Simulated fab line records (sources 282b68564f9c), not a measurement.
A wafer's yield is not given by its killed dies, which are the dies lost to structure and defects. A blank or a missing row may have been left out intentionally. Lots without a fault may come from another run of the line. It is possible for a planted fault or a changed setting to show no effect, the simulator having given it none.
fab line records | flow rit_cmos
record lots=5 | wafers=15 | last_day=8
route steps=202 shown ACTIVE@11 FOX1@20 FOX2@23 NWELL@29 PWELL@39 WELLDRIVE@50 GATE@81 SILICIDE@161 M1@202
lots untouched by any fault: they come from a run of this same line in which no faults occurred
start_h: start of the lot's first displayed wafer, in hours after the record's first day | wait_h: time in hours since the lot's previous step | " identical to the entry in the row above | L1.1+2: a single row standing in for several wafers | - either no value or no given start | * or withheld: withheld | < > ~ a bound
route shown NAME@n: names a module that has steps shown in the file, with the first one's number in the route | usual: mean/standard deviation taken from wafers without a fault | same: alike in all rows | chamber/n: place in a boat | sites: per-site readings | _std_site: how widely they spread, as a standard deviation | _edge_site: the outer-site mean with the inner-site mean subtracted | radius_mm: how far each site lies from the wafer's centre | mask NAME#n: copy n | behind: the most recent tool/chamber to have shaped the wafer | hold: cause of the lot's hold/its duration in hours/its outcome | device: transistor that didn't switch, given as n, p or np | end of line: the route-end tests of the same wafers | a step given without rows: its recipe and nothing more | killed: dies lost to structure and defects at the first sort, not the wafer's yield | map: a wafer's dies, x killed, . not, _ none there
set.NAME: the setting that was run; set.NAME@STEP: the one run at that earlier step | model.NAME: the simulator's own value behind a step, which no gauge read
a table for each step, a row for each wafer; lots at some steps of the route
services: the hour from which a tool's chamber was out of use, counted from the record's first day as start_h (under 0 if before that day), plus the number of hours and why
## steps
# step RIT_ACTIVE_DEVELOP_10
# recipe resist=NOVOLAK | develop_time_s=50 | dev_temp_c=23
# step RIT_ACTIVE_HARDBAKE_12
# recipe resist=NOVOLAK | temp_c=140 | time_s=60
# step RIT_ACTIVE_ETCH_13
# recipe stop_on=SiO2 | chemistry=SF6 | target=Si3N4 | time_s=210 | over_etch_frac=0.4 | SF6_flow_sccm=200 | pressure_mtorr=260 | rf_w=125 | target_depth_a=2100
# step RIT_ACTIVE_STRIP_14
# recipe chemistry=O2 | time_s=180 | resist=NOVOLAK | platen_temp_c=withheld | power_w=500 | pressure_mtorr=4145 | o2_flow_sccm=4000
# step RIT_ACTIVE_CLEAN_15
# recipe chemistry=SC1 | mix=3:3:50 | time_s=600 | temp_c=75
# step RIT_ACTIVE_CLEAN_16
# recipe chemistry=dHF | dilution=50:1 | time_s=30
# step RIT_ACTIVE_CLEAN_17
# recipe chemistry=SC2 | mix=3:3:50 | time_s=600 | temp_c=75 | dry=n2_spin
# step RIT_FOX1_OXIDATION_00
# recipe temp_c=1100 | ambient=H2O | target_thk_a=3507 | p_h2o_torr=720 | ox_time_s=1130
# step RIT_FOX1_WET_ETCH_02
# recipe chemistry=BOE | target_depth_nm=350 | time_s=390 | temp_c=21.5 | dry=n2_spin | dilution=10:1 | target=SiO2
# step RIT_FOX2_OXIDATION_00
# recipe temp_c=1100 | ambient=H2O | target_thk_a=3507 | p_h2o_torr=720 | ox_time_s=1130
# usual spike_tc_centre_C=1103.2/1.2 | spike_tc_load_C=1130/3.1 | spike_tc_source_C=1127.0/1.9 | tube_center_temp_C=1100/0.098 | tube_center_temp_C_max=1102.8/0.47
lot.wafer | tool       | chamber | start_h | wait_h | spike_tc_centre_C | spike_tc_load_C | spike_tc_source_C | tube_center_temp_C | tube_center_temp_C_max | model.SiO2_of_FOX2_OXIDATION_00.thk_nm
L345.1    | furnace-03 | 0       | 79.53   | 0.9    | 1104.9            | 1130            | 1128.4            | 1100               | 1103.0                 | 351.4
L345.2    | "          | 0       | "       | "      | 1100.9            | 1130            | 1127.3            | 1100               | 1102.9                 | 348.6
L345.6    | "          | 0       | "       | "      | 1103.8            | 1130            | 1129.9            | 1100.1             | 1102.9                 | 349.1
L347.1    | furnace-03 | 0       | 92.52   | 2.1    | 1076.9            | 1105            | 1103.6            | 1074.8             | 1078.8                 | 307
L347.2    | "          | 0       | "       | "      | 1076.8            | 1103            | 1102.8            | 1074.9             | 1077.6                 | 305.7
L347.5    | "          | 0       | "       | "      | 1077.5            | 1103            | 1102.3            | 1075.1             | 1077.8                 | 306.5
L349.2    | furnace-03 | 0       | 100.57  | 1.5    | 1078.2            | 1105            | 1103.7            | 1074.9             | 1077.8                 | 311
L349.3    | "          | 0       | "       | "      | 1077.7            | 1105            | 1104.1            | 1075.2             | 1077.8                 | 309.9
L349.6    | "          | 0       | "       | "      | 1077.1            | 1105            | 1106.5            | 1075               | 1077.7                 | 312.5
L350.1    | furnace-03 | 0       | 109.97  | 1.7    | 1077.7            | 1103            | 1102.9            | 1075               | 1077.6                 | 309.9
L350.4    | "          | 0       | "       | "      | 1077.7            | 1105            | 1101.8            | 1075.1             | 1078.1                 | 314.4
L350.5    | "          | 0       | "       | "      | 1078.3            | 1104            | 1103.7            | 1075               | 1078.0                 | 304.2
L355.1    | furnace-01 | 0       | 137.47  | 1.4    | 1103.5            | 1134            | 1126.5            | 1100               | 1102.0                 | 348.8
L355.4    | "          | 0       | "       | "      | 1103.3            | 1133            | 1127.4            | 1100.1             | 1103.0                 | 352.8
L355.6    | "          | 0       | "       | "      | 1100.8            | 1132            | 1125.2            | 1100.1             | 1103.3                 | 348.5
# step RIT_FOX2_THK_MEAS_01
# recipe reads=SiO2_of_FOX2_OXIDATION_00
# usual FOX2_OXIDE_THK=353/6.1
lot.wafer | tool          | chamber | start_h | wait_h | hold                     | FOX2_OXIDE_THK[nm]
L345.1    | film_metro-03 | -       | 80.84   | 0.0    | -                        | 351
L345.2    | "             | -       | "       | "      | -                        | 349
L345.6    | "             | -       | "       | "      | -                        | 349
L347.1    | film_metro-03 | -       | 93.83   | 0.0    | await_dispo/0.2h/release | 307
L347.2    | "             | -       | "       | "      | await_dispo/0.2h/release | 306
L347.5    | "             | -       | "       | "      | await_dispo/0.2h/release | 307
L347.1    | film_metro-03 | -       | 94.06   | 0.2    | -                        | 307
L347.2    | "             | -       | "       | "      | -                        | 306
L347.5    | "             | -       | "       | "      | -                        | 306
L349.2    | film_metro-04 | -       | 101.89  | 0.0    | await_dispo/0.2h/release | 311
L349.3    | "             | -       | "       | "      | await_dispo/0.2h/release | 310
L349.6    | "             | -       | "       | "      | await_dispo/0.2h/release | 313
L349.2    | film_metro-04 | -       | 102.12  | 0.2    | -                        | 311
L349.3    | "             | -       | "       | "      | -                        | 310
L349.6    | "             | -       | "       | "      | -                        | 313
L350.1    | film_metro-04 | -       | 111.29  | 0.0    | await_dispo/0.2h/release | 310
L350.4    | "             | -       | "       | "      | await_dispo/0.2h/release | 314
L350.5    | "             | -       | "       | "      | await_dispo/0.2h/release | 304
L350.1    | film_metro-04 | -       | 111.51  | 0.2    | -                        | 310
L350.4    | "             | -       | "       | "      | -                        | 314
L350.5    | "             | -       | "       | "      | -                        | 304
L355.1    | film_metro-03 | -       | 138.78  | 0.0    | -                        | 349
L355.4    | "             | -       | "       | "      | -                        | 353
L355.6    | "             | -       | "       | "      | -                        | 348
# step RIT_FOX2_WET_ETCH_03
# recipe chemistry=H3PO4 | target=Si3N4 | target_depth_nm=195 | temp_c=165 | time_s=2700
# step RIT_FOX2_THK_MEAS_90
# recipe reads=SiO2_of_FOX2_OXIDATION_00
# usual FIELD_OXIDE_LEFT_1_THK=326/6.2
lot.wafer | tool          | chamber | start_h | wait_h | hold                     | FIELD_OXIDE_LEFT_1_THK[nm]
L345.1    | film_metro-03 | -       | 81.72   | 0.0    | -                        | 324
L345.2    | "             | -       | "       | "      | -                        | 321
L345.6    | "             | -       | "       | "      | -                        | 322
L347.1    | film_metro-03 | -       | 97.97   | 0.0    | await_dispo/0.2h/release | 280
L347.2    | "             | -       | "       | "      | await_dispo/0.2h/release | 278
L347.5    | "             | -       | "       | "      | await_dispo/0.2h/release | 279
L347.1    | film_metro-03 | -       | 98.20   | 0.2    | -                        | 280
L347.2    | "             | -       | "       | "      | -                        | 279
L347.5    | "             | -       | "       | "      | -                        | 279
L349.2    | film_metro-04 | -       | 108.17  | 0.0    | await_dispo/0.2h/release | 284
L349.3    | "             | -       | "       | "      | await_dispo/0.2h/release | 283
L349.6    | "             | -       | "       | "      | await_dispo/0.2h/release | 285
L349.2    | film_metro-04 | -       | 108.39  | 0.2    | -                        | 284
L349.3    | "             | -       | "       | "      | -                        | 283
L349.6    | "             | -       | "       | "      | -                        | 285
L350.1    | film_metro-04 | -       | 114.47  | 0.0    | await_dispo/0.2h/release | 283
L350.4    | "             | -       | "       | "      | await_dispo/0.2h/release | 287
L350.5    | "             | -       | "       | "      | await_dispo/0.2h/release | 277
L350.1    | film_metro-04 | -       | 114.80  | 0.3    | -                        | 283
L350.4    | "             | -       | "       | "      | -                        | 287
L350.5    | "             | -       | "       | "      | -                        | 277
L355.1    | film_metro-01 | -       | 139.66  | 0.0    | -                        | 321
L355.4    | "             | -       | "       | "      | -                        | 325
L355.6    | "             | -       | "       | "      | -                        | 321
# step RIT_NWELL_COAT_01
# recipe resist=NOVOLAK | spin_rpm=1951 | resist_thk_nm=1300
# step RIT_NWELL_SOFTBAKE_02
# recipe resist=NOVOLAK | temp_c=90 | time_s=60
# step RIT_NWELL_EXPOSE_03
# recipe mask_id=M2 | na=0.57 | target_cd_nm=43900 | dose_mj=250
# step RIT_NWELL_PEB_04
# recipe resist=NOVOLAK | temp_c=withheld | time_s=withheld
# step RIT_NWELL_DEVELOP_05
# recipe resist=NOVOLAK | develop_time_s=68 | dev_temp_c=23
# step RIT_NWELL_HARDBAKE_07
# recipe resist=NOVOLAK | temp_c=140 | time_s=120
# step RIT_NWELL_IMPLANT_08
# recipe species=P | energy_kev=172.6 | dose_cm2=5e+13 | tilt_deg=7
# step RIT_NWELL_STRIP_09
# recipe chemistry=O2 | time_s=180 | resist=NOVOLAK | platen_temp_c=withheld | power_w=500 | pressure_mtorr=4000 | o2_flow_sccm=4000
# step RIT_PWELL_HMDS_00
# recipe prime_time_s=60 | prime_temp_c=140
# step RIT_PWELL_COAT_01
# recipe resist=NOVOLAK | spin_rpm=2000 | resist_thk_nm=1300
# step RIT_PWELL_SOFTBAKE_02
# recipe resist=NOVOLAK | temp_c=90 | time_s=60
# step RIT_PWELL_EXPOSE_03
# recipe mask_id=M3 | na=0.57 | target_cd_nm=43700 | dose_mj=250
# step RIT_PWELL_PEB_04
# recipe resist=NOVOLAK | temp_c=withheld | time_s=withheld
# step RIT_PWELL_DEVELOP_05
# recipe resist=NOVOLAK | develop_time_s=68 | dev_temp_c=23
# step RIT_PWELL_HARDBAKE_07
# recipe resist=NOVOLAK | temp_c=140 | time_s=120
# step RIT_PWELL_IMPLANT_08
# recipe species=B | energy_kev=170 | dose_cm2=7.096e+13 | tilt_deg=7
# step RIT_PWELL_STRIP_09
# recipe chemistry=O2 | time_s=180 | resist=NOVOLAK | platen_temp_c=withheld | power_w=500 | pressure_mtorr=4000 | o2_flow_sccm=4000
# step RIT_WELLDRIVE_ANNEAL_00
# recipe temp_c=1100 | time_s=14700 | ambient=N2
# step RIT_FOX2_THK_MEAS_91
# recipe reads=SiO2_of_FOX2_OXIDATION_00
# usual FIELD_OXIDE_LEFT_2_THK=257/6.4
lot.wafer | tool          | chamber | start_h | wait_h | hold                     | FIELD_OXIDE_LEFT_2_THK[nm]
L345.1    | film_metro-04 | -       | 93.96   | 0.0    | -                        | 256
L345.2    | "             | -       | "       | "      | -                        | 254
L345.6    | "             | -       | "       | "      | -                        | 254
L347.1    | film_metro-01 | -       | 125.63  | 0.0    | await_dispo/0.2h/release | 212
L347.2    | "             | -       | "       | "      | await_dispo/0.2h/release | 210
L347.5    | "             | -       | "       | "      | await_dispo/0.2h/release | 211
L347.1    | film_metro-01 | -       | 125.86  | 0.2    | -                        | 212
L347.2    | "             | -       | "       | "      | -                        | 210
L347.5    | "             | -       | "       | "      | -                        | 211
L349.2    | film_metro-04 | -       | 130.22  | 0.0    | await_dispo/0.2h/release | 216
L349.3    | "             | -       | "       | "      | await_dispo/0.2h/release | 215
L349.6    | "             | -       | "       | "      | await_dispo/0.2h/release | 218
L349.2    | film_metro-04 | -       | 130.45  | 0.2    | -                        | 216
L349.3    | "             | -       | "       | "      | -                        | 215
L349.6    | "             | -       | "       | "      | -                        | 217
L350.1    | film_metro-04 | -       | 132.26  | 0.0    | await_dispo/0.2h/release | 214
L350.4    | "             | -       | "       | "      | await_dispo/0.2h/release | 219
L350.5    | "             | -       | "       | "      | await_dispo/0.2h/release | 208
L350.1    | film_metro-04 | -       | 132.49  | 0.2    | -                        | 214
L350.4    | "             | -       | "       | "      | -                        | 218
L350.5    | "             | -       | "       | "      | -                        | 208
L355.1    | film_metro-01 | -       | 153.21  | 0.0    | -                        | 253
L355.4    | "             | -       | "       | "      | -                        | 257
L355.6    | "             | -       | "       | "      | -                        | 253
# step RIT_GATE_OXIDATION_05
# recipe temp_c=893.1 | ambient=O2 | target_thk_a=30 | ox_time_s=270
# usual ox_temp_c_max=897.9/1.6 | spike_tc_centre_C=896.3/1.2 | spike_tc_load_C=919.6/2.7 | spike_tc_source_C=917.7/1.9 | tube_center_temp_C=893.11/0.086 | tube_center_temp_C_max=895.4/0.37
lot.wafer | tool       | chamber | start_h | wait_h | hold                     | ox_temp_c_max | spike_tc_centre_C | spike_tc_load_C | spike_tc_source_C | tube_center_temp_C | tube_center_temp_C_max | model.SiO2_of_GATE_OXIDATION_05.thk_nm
L345.1    | furnace-03 | 0       | 94.91   | 0.9    | -                        | 896.7         | 896.4             | 920.2           | 920.0             | 893.06             | 894.9                  | 2.781
L345.2    | "          | 0       | "       | "      | -                        | 897.1         | 895.4             | 919.2           | 919.9             | 893.15             | 895.7                  | 2.775
L345.6    | "          | 0       | "       | "      | -                        | 896.8         | 896.0             | 918.0           | 920.7             | 893.02             | 894.6                  | 2.707
L347.1    | furnace-03 | 0       | 129.78  | 3.9    | await_dispo/2.6h/release | 896.8         | 895.8             | 920.9           | 919.3             | 893.16             | 895.3                  | 2.755
L347.2    | "          | 0       | "       | "      | await_dispo/2.6h/release | 896.4         | 895.5             | 919.9           | 919.3             | 893.3              | 895.4                  | 2.757
L347.5    | "          | 0       | "       | "      | await_dispo/2.6h/release | 896.2         | 898.7             | 918.7           | 918.1             | 892.97             | 895.7                  | 2.752
L349.2    | furnace-03 | 0       | 134.36  | 3.9    | await_dispo/3.4h/release | 897.7         | 897.3             | 920.0           | 919.7             | 893.16             | 895.6                  | 2.783
L349.3    | "          | 0       | "       | "      | await_dispo/3.4h/release | 896.7         | 899.8             | 918.7           | 918.1             | 893.17             | 895.6                  | 2.82
L349.6    | "          | 0       | "       | "      | await_dispo/3.4h/release | 896.5         | 897.1             | 919.3           | 918.3             | 893.23             | 895.3                  | 2.782
L350.1    | furnace-01 | 0       | 137.47  | 5.0    | await_dispo/4.9h/release | 899.4         | 895.5             | 923.0           | 916.6             | 893.15             | 895.5                  | 2.755
L350.4    | "          | 0       | "       | "      | await_dispo/4.9h/release | 897.2         | 896.3             | 924.0           | 916.4             | 893.19             | 895.8                  | 2.717
L350.5    | "          | 0       | "       | "      | await_dispo/4.9h/release | 897.9         | 897.1             | 922.7           | 917.4             | 893.03             | 895.9                  | 2.754
L355.1    | furnace-04 | 0       | 156.33  | 3.1    | -                        | 899.5         | 897.2             | 917.2           | 915.9             | 893.12             | 895.4                  | 2.755
L355.4    | "          | 0       | "       | "      | -                        | 899.0         | 895.5             | 917.7           | 917.3             | 893.22             | 895.6                  | 2.716
L355.6    | "          | 0       | "       | "      | -                        | 900.1         | 896.7             | 915.9           | 914.1             | 893.12             | 895.3                  | 2.757
# step RIT_SILICIDE_WET_ETCH_00
# recipe chemistry=BOE | target=SiO2 | target_depth_nm=14 | time_s=15 | dry=n2_spin | dilution=10:1 | temp_c=21.5
lot.wafer | tool         | chamber | start_h | wait_h | model.SiO2_of_FOX2_OXIDATION_00.thk_nm
L345.1    | wet_bench-02 | 0       | 119.56  | 0.1    | 150.9
L345.2+6  | "            | 0       | "       | "      | 148.2
L347.1    | wet_bench-01 | 2       | 153.19  | 0.1    | 105.6
L347.2    | "            | 2       | "       | "      | 104.3
L347.5    | "            | 2       | "       | "      | 105.9
L349.2    | wet_bench-03 | 2       | 155.81  | 0.1    | 111.2
L349.3    | "            | 2       | "       | "      | 110.1
L349.6    | "            | 2       | "       | "      | 112.1
L350.1    | wet_bench-01 | 3       | 161.00  | 0.1    | 109
L350.4    | "            | 3       | "       | "      | 113.4
L350.5    | "            | 3       | "       | "      | 102.9
L355.1    | wet_bench-03 | 0       | 177.90  | 0.1    | 148.7
L355.4    | "            | 0       | "       | "      | 152.8
L355.6    | "            | 0       | "       | "      | 148.5
# step RIT_M1_PROBE_99
# usual killed_at_contacts=0.0/0.16 | killed_at_front_end=7/3.1 | killed_dies=7/3.1 | killed_open=3.6/2.2 | killed_short=3.4/2.1
# same gross_dies=264 | killed_at_M0_to_M3=0 | killed_at_M4_up=0 | killed_at_back_side=0 | killed_at_other=0
lot.wafer | tool      | chamber | start_h | wait_h | killed_at_contacts | killed_at_front_end | killed_dies | killed_open | killed_short
L345.1    | prober-01 | -       | 127.62  | 0.1    | 0                  | 8                   | 8           | 5           | 3
L345.2    | prober-01 | -       | 127.67  | 0.1    | 0                  | 3                   | 3           | 1           | 2
L345.6    | prober-01 | -       | 127.87  | 0.2    | 0                  | 2                   | 2           | 0           | 2
L347.1    | prober-01 | -       | 159.99  | 0.1    | 0                  | 4                   | 4           | 1           | 3
L347.2    | prober-01 | -       | 160.04  | 0.1    | 0                  | 6                   | 6           | 2           | 4
L347.5    | prober-01 | -       | 160.19  | 0.2    | 0                  | 9                   | 9           | 6           | 3
L349.2    | prober-01 | -       | 162.62  | 0.1    | 0                  | 10                  | 10          | 6           | 4
L349.3    | prober-01 | -       | 162.67  | 0.2    | 0                  | 6                   | 6           | 3           | 3
L349.6    | prober-01 | -       | 162.82  | 0.2    | 0                  | 4                   | 4           | 2           | 2
L350.1    | prober-02 | -       | 167.75  | 0.1    | 1                  | 3                   | 4           | 1           | 3
L350.4    | prober-02 | -       | 167.90  | 0.2    | 0                  | 10                  | 10          | 5           | 5
L350.5    | prober-02 | -       | 167.95  | 0.2    | 1                  | 9                   | 10          | 8           | 2
L355.1    | prober-02 | -       | 185.02  | 0.1    | 0                  | 3                   | 3           | 2           | 1
L355.4    | prober-02 | -       | 185.17  | 0.2    | 0                  | 7                   | 7           | 1           | 6
L355.6    | prober-02 | -       | 185.27  | 0.2    | 0                  | 4                   | 4           | 4           | 0
# killed by level:class
L345.1 SPACER:geometric_particle:open=3 SILICIDE:geometric_particle:open=2 FOX1:geometric_particle:short=1 GATE:geometric_particle:short=1 SILICIDE:geometric_particle:short=1
L345.2 FOX1:geometric_particle:short=1 FOX2:geometric_particle:short=1 GATE:geometric_particle:open=1
L345.6 SILICIDE:geometric_particle:short=2
L347.1 FOX1:geometric_particle:short=2 FOX2:geometric_particle:open=1 FOX2:geometric_particle:short=1
L347.2 FOX1:geometric_particle:short=1 GATE:geometric_particle:short=1 REOX:geometric_particle:open=1 SPACER:geometric_particle:short=1 SILICIDE:geometric_particle:open=1 SILICIDE:geometric_particle:short=1
L347.5 SPACER:geometric_particle:open=3 GATE:geometric_particle:open=2 FOX1:geometric_particle:short=1 REOX:geometric_particle:short=1 SPACER:geometric_particle:short=1 SILICIDE:geometric_particle:open=1
L349.2 FOX1:geometric_particle:open=3 GATE:geometric_particle:short=3 FOX2:geometric_particle:short=1 GATE:geometric_particle:open=1 REOX:geometric_particle:open=1 SPACER:geometric_particle:open=1
L349.3 SILICIDE:geometric_particle:open=2 FOX1:geometric_particle:open=1 FOX1:geometric_particle:short=1 SPACER:geometric_particle:short=1 SILICIDE:geometric_particle:short=1
L349.6 GATE:geometric_particle:short=1 GATE:geometric_particle:open=1 SILICIDE:geometric_particle:short=1 SILICIDE:geometric_particle:open=1
L350.1 GATE:geometric_particle:short=1 SPACER:geometric_particle:open=1 SPACER:geometric_particle:short=1 CONTACT:geometric_particle:short=1
L350.4 FOX1:geometric_particle:short=3 GATE:geometric_particle:open=2 SILICIDE:geometric_particle:open=2 GATE:geometric_particle:short=1 SPACER:geometric_particle:open=1 SILICIDE:geometric_particle:short=1
L350.5 GATE:geometric_particle:open=3 GATE:geometric_particle:short=2 SILICIDE:geometric_particle:open=2 FOX2:geometric_particle:open=1 SPACER:geometric_particle:open=1 CONTACT:geometric_particle:open=1
L355.1 FOX2:geometric_particle:open=1 FOX2:geometric_particle:short=1 SPACER:geometric_particle:open=1
L355.4 SILICIDE:geometric_particle:short=3 FOX2:geometric_particle:short=1 GATE:geometric_particle:open=1 GATE:geometric_particle:short=1 REOX:geometric_particle:short=1
L355.6 REOX:geometric_particle:open=3 FOX2:geometric_particle:open=1
## services
tool       | chamber | start_h | hours | kind
furnace-04 | -       | 97.41   | 6.8   | pm
furnace-03 | -       | 138.93  | 3.1   | pm
furnace-01 | -       | 143.87  | 16.0  | pm
furnace-01 | -       | 159.84  | 3.8   | pm
furnace-01 | -       | 163.65  | 2.4   | pm
## key
first_sign step=RIT_FOX2_OXIDATION_00 | reading=tube_center_temp_C | direction=down | sigmas=99+ | usual=* | struck=*
effect step=RIT_FOX2_OXIDATION_00 | reading=tube_center_temp_C_max | direction=down | sigmas=53 | usual=* | struck=*
effect step=RIT_FOX2_THK_MEAS_01 | reading=visit | direction=added
effect step=RIT_FOX2_THK_MEAS_01 | reading=FOX2_OXIDE_THK | direction=down | sigmas=7.1 | usual=353 | struck=309
effect step=RIT_FOX2_THK_MEAS_90 | reading=visit | direction=added
effect step=RIT_FOX2_THK_MEAS_90 | reading=FIELD_OXIDE_LEFT_1_THK | direction=down | sigmas=7.1 | usual=326 | struck=282
effect step=RIT_FOX2_THK_MEAS_91 | reading=FIELD_OXIDE_LEFT_2_THK | direction=down | sigmas=6.9 | usual=257 | struck=214
model_effect step=RIT_FOX2_OXIDATION_00 | value=SiO2_of_FOX2_OXIDATION_00.thk_nm | without=351.8 | struck=309
model_effect step=RIT_GATE_OXIDATION_05 | value=SiO2_of_GATE_OXIDATION_05.thk_nm | without=2.778 | struck=2.764
model_effect step=RIT_SILICIDE_WET_ETCH_00 | value=SiO2_of_FOX2_OXIDATION_00.thk_nm | without=151.1 | struck=108.3
met_at RIT_FOX2_OXIDATION_00
struck_wafers L347.1,L347.2,L347.5,L349.2,L349.3,L349.6,L350.1,L350.4,L350.5
tester_left_out L347,L349,L350
onset_between 79.53 92.52
fault kind=process_parameter_drift | tool=furnace-03 | chamber=- | onset_h=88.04 | steps=RIT_FOX2_OXIDATION_00 | channel=temp_c | offset=* | shape=step | end_h=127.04 | acts_in=* | stated=*
# tester_left_out: of these lots the tester's yield and bins aren't shown, on N5 and GAA mostly nor the transistor test; their killed dies are dies lost to structure and defects alone, not to doping, threshold or leakage, so they don't give the yield
